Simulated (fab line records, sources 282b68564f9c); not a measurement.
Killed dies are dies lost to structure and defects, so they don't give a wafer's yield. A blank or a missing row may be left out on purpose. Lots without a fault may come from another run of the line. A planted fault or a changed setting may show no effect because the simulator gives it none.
Which tool did it? | flow rit_cmos | 7 lots, 21 wafers sampled, at 2 steps of a route of 202

WHAT THE GAUGES READ, wafer by wafer
RIT_FOX2_THK_MEAS_01.
lot  | measured    | on            | FOX2_OXIDE_THK (nm)
L550 | day 2 00:34 | film_metro-04 | 353 348 352
L555 | day 3 02:21 | film_metro-02 | 333 330 333
L558 | day 3 15:22 | film_metro-04 | 351 348 343
L561 | day 4 07:23 | film_metro-03 | 340 338 339
L563 | day 4 16:30 | film_metro-04 | 346 345 346
L566 | day 5 08:35 | film_metro-02 | 341 345 343
L571 | day 6 09:15 | film_metro-02 | 501 503 504

WHICH TOOL RAN EACH LOT (tool, then ch and the chambers of the sampled wafers, then the start)
lot  | RIT_FOX2_OXIDATION_00
L550 | furnace-02 ch 0, day 1 23:16
L555 | furnace-01 ch 0, day 3 01:02
L558 | furnace-01 ch 0, day 3 14:03
L561 | furnace-03 ch 0, day 4 06:04
L563 | furnace-01 ch 0, day 4 15:10
L566 | furnace-01 ch 0, day 5 07:14
L571 | furnace-01 ch 0, day 6 07:55
- RIT_FOX2_OXIDATION_00: target thk 350.7 nm, ox time 1130 s.

THE ANSWER, worked out from the rows above alone
Rule: what is usual is taken from the lots themselves. Put in order of their means at a reading, lots are off if they are a third of the lots or fewer, leave a main group of 4 or more, and stand apart from it by a gap of 3 or more times the standard deviation of the main group's means; of several such gaps the widest counts. A main group whose means are all the same, to the digits that the tables above print for the reading, isn't used. A lot without any number at a reading at which 4 lots or more have one is off too. The other lots that the step has rows for count as sound.
Off: L571, at RIT_FOX2_THK_MEAS_01 (FOX2_OXIDE_THK). The main group: mean 343 nm, standard deviation 6.1.
A tool fits if, at a process step before that reading, it ran every lot that is off, and no sound lot after the first of them. The gauges at RIT_FOX2_THK_MEAS_01 are tried like those tools. Can't be told from this: 2 tools fit, furnace-01 at RIT_FOX2_OXIDATION_00, film_metro-02 at RIT_FOX2_THK_MEAS_01.

WHAT THE SIMULATOR HAD PUT IN
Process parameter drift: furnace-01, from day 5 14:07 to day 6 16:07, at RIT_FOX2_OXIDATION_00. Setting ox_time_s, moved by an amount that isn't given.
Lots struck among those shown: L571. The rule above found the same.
